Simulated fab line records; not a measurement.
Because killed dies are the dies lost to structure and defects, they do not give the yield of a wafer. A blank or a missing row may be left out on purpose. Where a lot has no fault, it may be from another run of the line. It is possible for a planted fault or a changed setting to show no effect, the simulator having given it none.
fab line records    flow rit-cmos    part 1 of 2: steps 1 to 33 of 48
record lots=5  wafers=15  last-day=6
route steps=202 shown GATE@79 FOX2@80 REOX@98 NLDD@103 PLDD@114 SPACER@125
lots untouched by any fault: they come from a run of this same line in which no faults occurred
start-h: the number of hours between the record's first day and the start of the first shown wafer of the lot    wait-h: hours elapsed since this lot's preceding step    " unchanged from the row above    L1.1+2: several wafers, shown together as one row    - value missing, or start not given    * or withheld: withheld    < > ~ a bound
route shown NAME@n: NAME is a module with steps in the file, n the number in the route of the first one    usual: average and standard deviation across the fault-free wafers    same: alike in all rows    chamber/n: place in a boat    sites: the reading at each site    _std_site: the values' standard deviation    _edge_site: the outer-site mean with the inner-site mean subtracted    radius-mm: for every site, how far away it sits from the centre of the wafer    mask NAME#n: copy n    behind: the most recent tool/chamber to have shaped the wafer    hold: reason for holding the lot/hours on hold/outcome of the hold    device: which transistor (n, p or np) failed to switch    end of line: the route-end tests of the same wafers    step lacking rows: just its recipe    killed: at the first sort, the dies lost to defects and structure; wafer yield is something else    map: the dies of a wafer, with x for killed, . for not killed, _ for no die there
set.NAME: the setting that was run; set.NAME@STEP: the one run at that earlier step    model.NAME: the simulator's own value behind a step, which no gauge read
lots seen at some steps along the route; tables by step, rows by wafer
services: from which hour (start-h, from the record's first day; less than 0 if before it) a tool's chamber was out of use, for how many hours, and why
## steps
# step RIT_GATE_CLEAN_04
# recipe chemistry=dHF  dilution=50:1  time-s=60  dry=n2-spin
lot.wafer   tool          chamber  start-h  wait-h
L075.1+2+3  wet-bench-04  2        41.11    0.0
L078.3+4+6  wet-bench-03  2        55.08    0.0
L079.1+2+4  wet-bench-02  3        57.96    0.0
L090.1+3+4  wet-bench-02  3        114.18   0.0
L093.1+4+5  wet-bench-03  2        127.19   0.0
# step RIT_FOX2_THK_MEAS_91
# recipe reads=SiO2_of_FOX2_OXIDATION_00
# usual FIELD_OXIDE_LEFT_2_THK=256/6.3
lot.wafer  tool           chamber  start-h  wait-h  FIELD_OXIDE_LEFT_2_THK[nm]
L075.1     film-metro-03  -        41.13    0.0     258
L075.2     "              -        "        "       257
L075.3     "              -        "        "       263
L078.3     film-metro-01  -        55.13    0.0     254
L078.4     "              -        "        "       253
L078.6     "              -        "        "       247
L079.1     film-metro-03  -        57.99    0.0     253
L079.2     "              -        "        "       253
L079.4     "              -        "        "       254
L090.1     film-metro-02  -        114.20   0.0     245
L090.3     "              -        "        "       255
L090.4     "              -        "        "       252
L093.1     film-metro-01  -        127.22   0.0     252
L093.4     "              -        "        "       256
L093.5     "              -        "        "       256
# step RIT_GATE_OXIDATION_05
# recipe temp-c=900  ambient=O2  target-thk-a=30  ox-time-s=270
# usual tube_center_temp_C_max=902.3/0.39
lot.wafer  tool        chamber  start-h  wait-h  tube_center_temp_C_max
L075.1     furnace-01  0        42.05    0.9     902.1
L075.2     "           0        "        "       902.7
L075.3     "           0        "        "       902.7
L078.3     furnace-02  0        58.33    3.2     901.8
L078.4     "           0        "        "       901.9
L078.6     "           0        "        "       902.0
L079.1     furnace-02  0        58.33    0.3     903.0
L079.2     "           0        "        "       902.5
L079.4     "           0        "        "       901.9
L090.1     furnace-02  0        114.26   0.1     902.7
L090.3     "           0        "        "       902.6
L090.4     "           0        "        "       901.9
L093.1     furnace-02  0        129.87   2.6     902.1
L093.4     "           0        "        "       901.9
L093.5     "           0        "        "       902.1
# step RIT_GATE_ANNEAL_06
# recipe temp-c=900  time-s=600  ambient=N2O
# usual tube_center_temp_C_max=902.3/0.42
lot.wafer  tool        chamber  start-h  wait-h  tube_center_temp_C_max
L075.1     furnace-02  0        43.13    0.0     902.3
L075.2     "           0        "        "       902.3
L075.3     "           0        "        "       903.2
L078.3     furnace-02  0        59.41    0.0     902.3
L078.4     "           0        "        "       904.0
L078.6     "           0        "        "       902.4
L079.1     furnace-02  0        59.41    0.0     902.2
L079.2     "           0        "        "       902.4
L079.4     "           0        "        "       902.0
L090.1     furnace-02  0        115.34   0.0     901.9
L090.3     "           0        "        "       902.2
L090.4     "           0        "        "       902.1
L093.1     furnace-03  0        131.79   0.8     901.9
L093.4     "           0        "        "       901.9
L093.5     "           0        "        "       902.3
# step RIT_GATE_THK_MEAS_07
# recipe reads=SiO2_of_GATE_OXIDATION_05
# usual GATE_OXIDE_THK=2.97/0.058
lot.wafer  tool           chamber  start-h  wait-h  GATE_OXIDE_THK[nm]
L075.1     film-metro-02  -        43.38    0.0     3.04
L075.2     "              -        "        "       3.00
L075.3     "              -        "        "       3.04
L079.1     film-metro-02  -        59.66    0.0     3.01
L079.2     "              -        "        "       2.94
L079.4     "              -        "        "       3.03
L078.3     film-metro-03  -        59.68    0.0     2.98
L078.4     "              -        "        "       3.03
L078.6     "              -        "        "       2.94
L090.1     film-metro-03  -        115.59   0.0     3.01
L090.3     "              -        "        "       3.01
L090.4     "              -        "        "       3.05
L093.1     film-metro-02  -        132.04   0.0     2.88
L093.4     "              -        "        "       2.92
L093.5     "              -        "        "       2.89
# step RIT_GATE_CVD_08
# recipe material=poly-Si  target-thk-nm=250  temp-c=610  precursor=SiH4  time-s=2220  pressure-mtorr=300  sih4-flow-sccm=100
lot.wafer   tool      chamber  start-h  wait-h
L075.1+2+3  lpcvd-01  1        43.44    0.1
L078.3+4+6  lpcvd-01  1        61.29    1.6
L079.1+2+4  lpcvd-01  0        61.29    1.6
L090.1+3+4  lpcvd-02  1        115.65   0.1
L093.1+4+5  lpcvd-01  0        132.10   0.1
# step RIT_GATE_THK_MEAS_09
# recipe reads=poly-Si_of_GATE_CVD_08
# usual GATE_POLY_THK=249.9/2.7
lot.wafer  tool           chamber  start-h  wait-h  GATE_POLY_THK[nm]
L075.1     film-metro-03  -        45.05    0.0     246.4
L075.2     "              -        "        "       249.0
L075.3     "              -        "        "       244.6
L079.1     film-metro-02  -        62.91    0.0     250.8
L079.2     "              -        "        "       251.3
L079.4     "              -        "        "       248.3
L078.3     film-metro-01  -        62.93    0.0     251.8
L078.4     "              -        "        "       252.9
L078.6     "              -        "        "       253.3
L090.1     film-metro-03  -        117.26   0.0     251.3
L090.3     "              -        "        "       249.6
L090.4     "              -        "        "       249.9
L093.1     film-metro-03  -        133.71   0.0     253.0
L093.4     "              -        "        "       252.2
L093.5     "              -        "        "       253.5
# step RIT_GATE_HMDS_10
# recipe prime-time-s=60  prime-temp-c=140
lot.wafer   tool            chamber  start-h  wait-h
L075.1+2+3  litho-track-03  0        45.18    0.1
L078.3+4+6  litho-track-03  0        63.23    0.3
L079.1+2+4  litho-track-02  0        63.33    0.4
L090.1+3+4  litho-track-03  0        117.32   0.1
L093.1+4+5  litho-track-02  0        133.77   0.1
# step RIT_GATE_COAT_11
# recipe resist=NOVOLAK  spin-rpm=4250  resist-thk-nm=850
lot.wafer   tool            chamber  start-h  wait-h
L075.1+2+3  litho-track-03  0        45.33    0.1
L078.3+4+6  litho-track-03  0        63.38    0.1
L079.1+2+4  litho-track-02  0        63.48    0.1
L090.1+3+4  litho-track-03  0        117.47   0.1
L093.1+4+5  litho-track-02  0        133.92   0.1
# step RIT_GATE_SOFTBAKE_12
# recipe resist=NOVOLAK  temp-c=90  time-s=60
lot.wafer   tool            chamber  start-h  wait-h
L075.1+2+3  litho-track-03  0        45.48    0.1
L078.3+4+6  litho-track-03  0        63.53    0.1
L079.1+2+4  litho-track-02  0        63.63    0.1
L090.1+3+4  litho-track-03  0        117.62   0.1
L093.1+4+5  litho-track-02  0        134.07   0.1
# step RIT_GATE_EXPOSE_13
# recipe mask-id=M6  na=0.6  source-shape=conventional  sigma-outer=0.6  target-cd-nm=150  dose-mj=380
lot.wafer   tool              chamber  start-h  wait-h  mask
L075.1+2+3  iline-stepper-01  0        45.63    0.1     M6#0
L078.3+4+6  iline-stepper-01  0        63.66    0.1     M6#0
L079.1+2+4  iline-stepper-01  0        63.78    0.1     M6#0
L090.1+3+4  iline-stepper-02  0        117.90   0.2     M6#0
L093.1+4+5  iline-stepper-01  0        134.22   0.1     M6#0
# step RIT_GATE_PEB_14
# recipe resist=NOVOLAK  temp-c=withheld  time-s=withheld
lot.wafer   tool            chamber  start-h  wait-h
L075.1+2+3  litho-track-01  0        45.84    0.2
L078.3+4+6  litho-track-02  0        63.83    0.1
L079.1+2+4  litho-track-01  0        63.90    0.1
L090.1+3+4  litho-track-02  0        118.02   0.1
L093.1+4+5  litho-track-03  0        134.34   0.1
# step RIT_GATE_DEVELOP_15
# recipe resist=NOVOLAK  develop-time-s=50  dev-temp-c=23
# same develop-time-s=50
lot.wafer   tool            chamber  start-h  wait-h
L075.1+2+3  litho-track-01  0        -        -
L078.3+4+6  litho-track-02  0        -        -
L079.1+2+4  litho-track-01  0        -        -
L090.1+3+4  litho-track-02  0        -        -
L093.1+4+5  litho-track-03  0        -        -
# step RIT_GATE_CD_MEAS_16
# recipe target-cd-nm=150
# usual cd-nm=150.4/2.6
lot.wafer  tool       chamber  start-h  wait-h  cd-nm
L075.1     cd-sem-02  -        46.12    -       151.4
L075.2     "          -        "        "       149.5
L075.3     "          -        "        "       150.7
L078.3     cd-sem-02  -        64.11    -       151.8
L078.4     "          -        "        "       153.2
L078.6     "          -        "        "       151.0
L079.1     cd-sem-02  -        64.19    -       148.8
L079.2     "          -        "        "       150.4
L079.4     "          -        "        "       152.3
L090.1     cd-sem-02  -        118.30   -       149.6
L090.3     "          -        "        "       150.4
L090.4     "          -        "        "       147.4
L093.1     cd-sem-01  -        134.62   -       153.8
L093.4     "          -        "        "       155.6
L093.5     "          -        "        "       154.5
# step RIT_GATE_OVL_MEAS_17
# usual GATE_OVL=-0.1/1.1
lot.wafer  tool        chamber  start-h  wait-h  GATE_OVL[nm]
L075.1     overlay-02  -        46.24    0.1     0.1
L075.2     "           -        "        "       -1.3
L075.3     "           -        "        "       -0.2
L078.3     overlay-01  -        64.20    0.1     0.3
L078.4     "           -        "        "       0.8
L078.6     "           -        "        "       1.3
L079.1     overlay-02  -        64.31    0.1     0.4
L079.2     "           -        "        "       -1.4
L079.4     "           -        "        "       0.3
L090.1     overlay-01  -        118.42   0.1     0.4
L090.3     "           -        "        "       1.9
L090.4     "           -        "        "       2.3
L093.1     overlay-01  -        134.74   0.1     0.3
L093.4     "           -        "        "       0.3
L093.5     "           -        "        "       -0.7
# step RIT_GATE_HARDBAKE_18
# recipe resist=NOVOLAK  temp-c=140  time-s=60
lot.wafer   tool            chamber  start-h  wait-h
L075.1+2+3  litho-track-01  0        46.28    0.0
L078.3+4+6  litho-track-02  0        64.27    0.1
L079.1+2+4  litho-track-03  0        64.36    0.0
L090.1+3+4  litho-track-03  0        118.46   0.0
L093.1+4+5  litho-track-02  0        134.78   0.0
# step RIT_GATE_ETCH_19
# recipe chemistry=SF6/CHF3/O2  time-s=165  SF6_flow_sccm=30  CHF3_flow_sccm=30  O2_flow_sccm=5  target=poly-Si  pressure-mtorr=40  rf-w=160  target-depth-a=3125  over-etch-frac=0.25  stop-on=SiO2
# usual drypump-motor-current-A=5.8/0.48  he-backside-leak-sccm=2.65/0.19  oes-product-au=0.851/0.012  throttle-valve-pct=10.18/0.17
lot.wafer  tool       chamber  start-h  wait-h  drypump-motor-current-A  he-backside-leak-sccm  oes-product-au  rf-hours-counter-h  throttle-valve-pct
L075.1     rie-si-02  1        46.43    0.1     5.9                      2.58                   0.844           136                 10.08
L075.2     "          3        "        "       5.6                      2.80                   0.846           1                   10.17
L075.3     "          2        "        "       5.6                      2.81                   0.834           99                  10.01
L078.3     rie-si-01  1        64.37    0.1     5.6                      2.57                   0.868           1                   10.62
L078.4     "          0        "        "       5.7                      2.71                   0.862           0                   10.09
L078.6     "          2        "        "       4.9                      2.70                   0.850           -                   10.35
L079.1     rie-si-02  0        64.51    0.1     6.7                      2.31                   0.838           65                  10.08
L079.2     "          1        "        "       5.9                      2.68                   0.859           136                 10.10
L079.4     "          3        "        "       5.6                      2.90                   0.831           1                   10.17
L090.1     rie-si-01  1        118.61   0.1     5.6                      2.63                   0.859           1                   10.62
L090.3     "          2        "        "       4.9                      2.74                   0.841           77                  10.36
L090.4     "          3        "        "       6.0                      2.64                   0.864           138                 10.15
L093.1     rie-si-02  2        134.93   0.1     5.5                      2.86                   0.860           100                 10.02
L093.4     "          1        "        "       5.9                      2.64                   0.865           137                 10.07
L093.5     "          3        "        "       5.6                      2.85                   0.846           -                   10.15
# step RIT_GATE_STRIP_20
# recipe chemistry=O2  time-s=180  resist=NOVOLAK  platen-temp-c=withheld  power-w=500  pressure-mtorr=4000  o2-flow-sccm=4000
# usual drypump-motor-current-A=5.7/0.64  rf-refl-power-W=5.8/0.61
lot.wafer  tool             chamber  start-h  wait-h  drypump-motor-current-A  rf-hours-counter-h  rf-refl-power-W
L075.1     plasma-asher-02  1        46.54    0.1     4.9                      41                  6.3
L075.2     "                0        "        "       6.2                      41                  5.9
L075.3     "                1        "        "       4.9                      -                   6.1
L078.3     plasma-asher-04  1        64.60    0.2     5.3                      -                   5.5
L078.4     "                0        "        "       6.0                      -                   6.5
L078.6     "                1        "        "       5.3                      -                   5.5
L079.1     plasma-asher-01  0        64.62    0.1     6.5                      39                  4.8
L079.2     "                1        "        "       5.0                      39                  6.6
L079.4     "                1        "        "       5.0                      -                   6.5
L090.1     plasma-asher-04  1        118.71   0.1     5.3                      50                  5.4
L090.3     "                0        "        "       6.0                      -                   6.4
L090.4     "                1        "        "       5.3                      -                   5.5
L093.1     plasma-asher-02  1        135.04   0.1     4.9                      2                   6.0
L093.4     "                0        "        "       6.2                      -                   6.0
L093.5     "                1        "        "       4.9                      -                   6.0
# step RIT_GATE_CD_MEAS_90
# recipe target-cd-nm=150
# usual cd-nm=150.4/2.6
lot.wafer  tool       chamber  start-h  wait-h  cd-nm
L075.1     cd-sem-02  -        46.71    0.1     151.2
L075.2     "          -        "        "       149.9
L075.3     "          -        "        "       150.5
L078.3     cd-sem-02  -        64.88    0.2     151.8
L078.4     "          -        "        "       153.0
L078.6     "          -        "        "       151.2
L079.1     cd-sem-02  -        64.96    0.3     149.0
L079.2     "          -        "        "       150.6
L079.4     "          -        "        "       152.8
L090.1     cd-sem-02  -        118.89   0.1     150.0
L090.3     "          -        "        "       150.8
L090.4     "          -        "        "       147.3
L093.1     cd-sem-02  -        135.21   0.1     153.6
L093.4     "          -        "        "       156.0
L093.5     "          -        "        "       154.2
# step RIT_REOX_CLEAN_00
# recipe chemistry=SC1  mix=3:3:50  time-s=600  temp-c=75
# usual bath-heat-duty-pct=14.8/1.7
lot.wafer  tool          chamber  start-h  wait-h  bath-heat-duty-pct
L075.1     wet-bench-01  2        46.83    0.1     15.9
L075.2     "             2        "        "       16.1
L075.3     "             2        "        "       15.4
L078.3     wet-bench-03  3        64.96    0.1     14.6
L078.4     "             3        "        "       14.6
L078.6     "             3        "        "       13.6
L079.1     wet-bench-02  0        65.08    0.1     12.6
L079.2     "             0        "        "       13.2
L079.4     "             0        "        "       14.5
L090.1     wet-bench-03  1        119.01   0.1     16.9
L090.3     "             1        "        "       16.7
L090.4     "             1        "        "       16.3
L093.1     wet-bench-03  3        135.33   0.1     13.8
L093.4     "             3        "        "       13.2
L093.5     "             3        "        "       14.1
# step RIT_REOX_CLEAN_01
# recipe chemistry=dHF  dilution=50:1  time-s=30
lot.wafer   tool          chamber  start-h  wait-h
L075.1+2+3  wet-bench-03  3        47.02    0.0
L078.3+4+6  wet-bench-01  2        65.13    0.0
L079.1+2+4  wet-bench-01  3        65.25    0.0
L090.1+3+4  wet-bench-01  2        119.18   0.0
L093.1+4+5  wet-bench-02  0        135.51   0.0
# step RIT_REOX_CLEAN_02
# recipe chemistry=SC2  mix=3:3:50  time-s=600  temp-c=75  dry=n2-spin
# usual bath-heat-duty-pct=15.1/1.8
lot.wafer  tool          chamber  start-h  wait-h  bath-heat-duty-pct
L075.1     wet-bench-01  1        47.04    0.0     18.5
L075.2     "             1        "        "       16.9
L075.3     "             1        "        "       17.8
L078.3     wet-bench-03  1        65.15    0.0     18.3
L078.4     "             1        "        "       17.7
L078.6     "             1        "        "       16.4
L079.1     wet-bench-02  0        65.27    0.0     14.7
L079.2     "             0        "        "       13.5
L079.4     "             0        "        "       12.8
L090.1     wet-bench-03  0        119.20   0.0     12.8
L090.3     "             0        "        "       13.0
L090.4     "             0        "        "       12.4
L093.1     wet-bench-01  1        135.52   0.0     18.8
L093.4     "             1        "        "       18.0
L093.5     "             1        "        "       17.3
# step RIT_REOX_OXIDATION_03
# recipe temp-c=900  ambient=O2  target-thk-a=252  ox-time-s=5580
# usual tube_center_temp_C_max=902.3/0.33
lot.wafer  tool        chamber  start-h  wait-h  tube_center_temp_C_max
L075.1     furnace-01  0        47.23    0.0     902.3
L075.2     "           0        "        "       901.9
L075.3     "           0        "        "       903.0
L078.3     furnace-02  0        66.34    1.0     902.1
L078.4     "           0        "        "       902.2
L078.6     "           0        "        "       902.2
L079.1     furnace-02  0        66.34    0.9     902.3
L079.2     "           0        "        "       902.0
L079.4     "           0        "        "       902.4
L090.1     furnace-04  0        119.38   0.0     902.2
L090.3     "           0        "        "       902.3
L090.4     "           0        "        "       901.9
L093.1     furnace-02  0        135.71   0.0     902.4
L093.4     "           0        "        "       902.1
L093.5     "           0        "        "       903.0
# step RIT_REOX_THK_MEAS_04
# recipe reads=SiO2_of_REOX_OXIDATION_03
# usual REOX_OXIDE_THK=25.1/0.34
lot.wafer  tool           chamber  start-h  wait-h  REOX_OXIDE_THK[nm]
L075.1     film-metro-04  -        49.78    0.0     25.0
L075.2     "              -        "        "       24.9
L075.3     "              -        "        "       24.8
L079.1     film-metro-01  -        68.89    0.0     25.1
L079.2     "              -        "        "       25.4
L079.4     "              -        "        "       25.7
L078.3     film-metro-02  -        68.91    0.0     25.1
L078.4     "              -        "        "       25.2
L078.6     "              -        "        "       25.1
L090.1     film-metro-02  -        121.93   0.0     25.0
L090.3     "              -        "        "       24.9
L090.4     "              -        "        "       25.0
L093.1     film-metro-01  -        138.26   0.0     25.4
L093.4     "              -        "        "       25.7
L093.5     "              -        "        "       25.1
# step RIT_NLDD_HMDS_00
# recipe prime-time-s=60  prime-temp-c=140
lot.wafer   tool            chamber  start-h  wait-h
L075.1+2+3  litho-track-04  0        49.84    0.1
L079.1+2+4  litho-track-03  0        68.95    0.1
L078.3+4+6  litho-track-01  0        69.00    0.1
L090.1+3+4  litho-track-04  0        121.99   0.1
L093.1+4+5  litho-track-01  0        138.32   0.1
# step RIT_NLDD_COAT_01
# recipe resist=NOVOLAK  spin-rpm=3250  resist-thk-nm=1000
lot.wafer   tool            chamber  start-h  wait-h
L075.1+2+3  litho-track-04  0        49.99    0.1
L079.1+2+4  litho-track-03  0        69.10    0.1
L078.3+4+6  litho-track-01  0        69.15    0.1
L090.1+3+4  litho-track-04  0        122.14   0.1
L093.1+4+5  litho-track-01  0        138.47   0.1
# step RIT_NLDD_SOFTBAKE_02
# recipe resist=NOVOLAK  temp-c=90  time-s=60
lot.wafer   tool            chamber  start-h  wait-h
L075.1+2+3  litho-track-04  0        50.14    0.1
L079.1+2+4  litho-track-03  0        69.25    0.1
L078.3+4+6  litho-track-01  0        69.30    0.1
L090.1+3+4  litho-track-04  0        122.29   0.1
L093.1+4+5  litho-track-01  0        138.62   0.1
# step RIT_NLDD_EXPOSE_03
# recipe mask-id=M7  na=0.57  target-cd-nm=40700  dose-mj=250
lot.wafer   tool              chamber  start-h  wait-h  mask
L075.1+2+3  iline-stepper-01  0        50.29    0.1     M7#0
L078.3+4+6  iline-stepper-02  0        69.56    0.2     M7#0
L079.1+2+4  iline-stepper-01  0        69.76    0.5     M7#0
L090.1+3+4  iline-stepper-02  0        122.56   0.2     M7#0
L093.1+4+5  iline-stepper-02  0        138.77   0.1     M7#0
# step RIT_NLDD_PEB_04
# recipe resist=NOVOLAK  temp-c=withheld  time-s=withheld
lot.wafer   tool            chamber  start-h  wait-h
L075.1+2+3  litho-track-01  0        50.60    0.3
L078.3+4+6  litho-track-03  0        69.77    0.2
L079.1+2+4  litho-track-01  0        69.88    0.1
L090.1+3+4  litho-track-04  0        122.68   0.1
L093.1+4+5  litho-track-04  0        138.89   0.1
# step RIT_NLDD_DEVELOP_05
# recipe resist=NOVOLAK  develop-time-s=50  dev-temp-c=23
# same develop-time-s=50
lot.wafer   tool            chamber  start-h  wait-h
L075.1+2+3  litho-track-01  0        -        -
L078.3+4+6  litho-track-03  0        -        -
L079.1+2+4  litho-track-01  0        -        -
L090.1+3+4  litho-track-04  0        -        -
L093.1+4+5  litho-track-04  0        -        -
# step RIT_NLDD_OVL_MEAS_06
# usual NLDD_OVL=0.4/1.6
lot.wafer  tool        chamber  start-h  wait-h  NLDD_OVL[nm]
L075.1     overlay-02  -        50.89    -       3.6
L075.2     "           -        "        "       3.1
L075.3     "           -        "        "       3.7
L078.3     overlay-01  -        70.01    -       -1.9
L078.4     "           -        "        "       -2.4
L078.6     "           -        "        "       -2.5
L079.1     overlay-01  -        70.16    -       0.7
L079.2     "           -        "        "       -0.1
L079.4     "           -        "        "       -0.3
L090.1     overlay-01  -        122.96   -       0.6
L090.3     "           -        "        "       0.4
L090.4     "           -        "        "       -0.4
L093.1     overlay-02  -        139.21   -       -1.5
L093.4     "           -        "        "       -0.3
L093.5     "           -        "        "       0.8
# step RIT_NLDD_HARDBAKE_07
# recipe resist=NOVOLAK  temp-c=140  time-s=60
lot.wafer   tool            chamber  start-h  wait-h
L075.1+2+3  litho-track-01  0        50.92    0.0
L079.1+2+4  litho-track-04  0        70.20    0.0
L078.3+4+6  litho-track-01  0        70.21    0.2
L090.1+3+4  litho-track-03  0        123.00   0.0
L093.1+4+5  litho-track-03  0        139.25   0.0
# step RIT_NLDD_IMPLANT_08
# recipe species=P  energy-kev=20  dose-cm2=5e+14  tilt-deg=7
lot.wafer   tool          chamber  start-h  wait-h
L075.1+2+3  implanter-03  0        51.07    0.1
L079.1+2+4  implanter-03  0        70.35    0.1
L078.3+4+6  implanter-04  0        70.36    0.1
L090.1+3+4  implanter-03  0        123.15   0.1
L093.1+4+5  implanter-02  0        139.40   0.1
